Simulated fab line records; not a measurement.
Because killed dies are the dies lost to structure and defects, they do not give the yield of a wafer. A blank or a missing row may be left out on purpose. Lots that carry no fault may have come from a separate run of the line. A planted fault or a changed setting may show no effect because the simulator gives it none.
Struck lot and sound lot, side by side / flow rit_cmos / 20 out of 202 route steps
Sound: the wafers L819.4, L819.5, L819.6. Struck: wafers L822.2, L822.5, L822.6. The cause is named last.
At each step with rows: each side's tool, then ch and its chambers, then its first start. Under that, the readings that differ: sound wafers / struck wafers / difference of the means / sigmas: that difference in standard deviations of wafers without a fault.
alike: readings whose means differ by less than 2 such deviations, and words and numbers that are the same on both sides. not compared: withheld readings, readings that some wafer has no value for, bounds like >300 that may hide the same value, and numbers for which the record gives no deviation and whose values overlap.
Wherever a step has rows on one side only, a row that says differs or no value, or a row with sigmas, the two part there. When numbers do not overlap yet have no deviation, they are printed without sigmas and do not part them. A reading missing from all wafers of one side parts the sides only when that side holds two or more wafers.

first, 2 steps without rows for these wafers: RIT_NWELL_HARDBAKE_07 (time 120 s); RIT_NWELL_IMPLANT_08.
RIT_NWELL_STRIP_09: strips in O2, time 180 s.
  sound on plasma_asher-02 ch 0,1, day 3 07:38; struck on plasma_asher-03 ch 0,1, day 3 20:19
  alike: drypump_motor_current_A
  not compared: rf_hours_counter_h
RIT_NWELL_TW_MEAS_10:
  struck on film_metro-03, day 3 20:30; sound on film_metro-02, day 3 07:47
reading=NWELL_TW; sound=2183 2184 2176; struck=2128 2128 2127; difference=-53; sigmas=-2
then, 6 steps without rows for these wafers: RIT_PWELL_HMDS_00 (prime time 60 s); RIT_PWELL_COAT_01 (resist thk 1300 nm); RIT_PWELL_SOFTBAKE_02 (time 60 s); RIT_PWELL_EXPOSE_03 (exposes mask M3, target cd 43700 nm); RIT_PWELL_PEB_04; RIT_PWELL_DEVELOP_05 (develop time 68 s).
RIT_PWELL_OVL_MEAS_06:
  struck on overlay-02, day 3 21:34; sound on overlay-02, day 3 08:50
  alike: PWELL_OVL
then, 1 step without rows for these wafers: RIT_PWELL_HARDBAKE_07 (time 120 s).
RIT_PWELL_IMPLANT_08:
  sound on implanter-03 ch 0, day 3 09:11; struck on implanter-03 ch 0, day 3 21:52
reading=dose_ions_cm2; sound=7.004e+13 6.995e+13 6.989e+13; struck=9.937e+13 9.932e+13 9.936e+13; difference=+2.939e+13; sigmas=+99 or more
reading=faraday_current_uA; sound=214 219 225; struck=309 315 312; difference=+93; sigmas=+21
  alike: beam_on_s
RIT_PWELL_STRIP_09: strips in O2, time 180 s.
  sound on plasma_asher-04 ch 0,1, day 3 09:19; struck on plasma_asher-04 ch 0,1, day 3 22:00
  alike: drypump_motor_current_A
  not compared: rf_hours_counter_h
RIT_PWELL_TW_MEAS_10:
  struck on film_metro-03, day 3 22:11; sound on film_metro-04, day 3 09:28
reading=PWELL_TW; sound=962 958 961; struck=1060 1062 1062; difference=+101; sigmas=+9
then, 1 step without rows for these wafers: RIT_WELLDRIVE_ANNEAL_00 (time 14700 s).
RIT_WELLDRIVE_RS_MEAS_01: measurement is done with a four-point probe.
  struck on film_metro-03, day 4 03:20; sound on film_metro-03, day 3 14:38
  alike: NWELL_RS
RIT_WELLDRIVE_RS_MEAS_02: measurement is done with a four-point probe.
  struck on film_metro-03, day 4 03:27; sound on film_metro-03, day 3 14:46
reading=PWELL_RS (ohm/sq); sound=430.5 430.1 430.1; struck=346.4 345.9 345.8; difference=-84.2; sigmas=-84
then, 1 step without rows for these wafers: RIT_NRETRO_HMDS_00 (prime time 60 s).
RIT_M1_PROBE_99:
  struck on prober-02, day 5 10:28; sound on prober-01, day 4 20:00
reading=killed_at_M0_to_M3; sound=1 0 0; struck=0 0 0; difference=+0; sigmas=-2
reading=model.etest.nmos_0p3.r_on_ohm_um; sound=2150 2207 2172; struck=2471 2396 2470; difference=+269; sigmas=
reading=model.etest.pwell_pinched.rs_ohm_sq; sound=457.6 466.5 461; struck=373.7 363 368.8; difference=-93.2; sigmas=
reading=model.etest.pwell.rs_ohm_sq; sound=411.9 411.6 414.2; struck=333.1 335.3 333; difference=-78.8; sigmas=
reading=model.etest.nmos_turned.drive_ua_um; sound=332.5 321.8 319; struck=237.7 245.2 233.6; difference=-85.6; sigmas=
reading=model.etest.nmos_0p15.drive_ua_um; sound=487.6 469.3 471.1; struck=399.9 407.6 399.2; difference=-73.8; sigmas=
reading=model.etest.nmos_narrow.drive_ua_um; sound=230.1 228.4 228.6; struck=186.6 182.7 182.6; difference=-45.1; sigmas=
reading=model.etest.nmos_0p3.drive_ua_um; sound=225.9 226.4 223.2; struck=185.1 183.5 184; difference=-41.0; sigmas=
  alike: killed_at_contacts, killed_at_front_end, killed_dies, killed_open, killed_short
  not compared: model.etest.nmos_0p15.r_on_ohm_um

== WHERE THEY PART ==
First at RIT_NWELL_TW_MEAS_10; last, within this record, at RIT_M1_PROBE_99.

WHY: whatever the simulator had introduced
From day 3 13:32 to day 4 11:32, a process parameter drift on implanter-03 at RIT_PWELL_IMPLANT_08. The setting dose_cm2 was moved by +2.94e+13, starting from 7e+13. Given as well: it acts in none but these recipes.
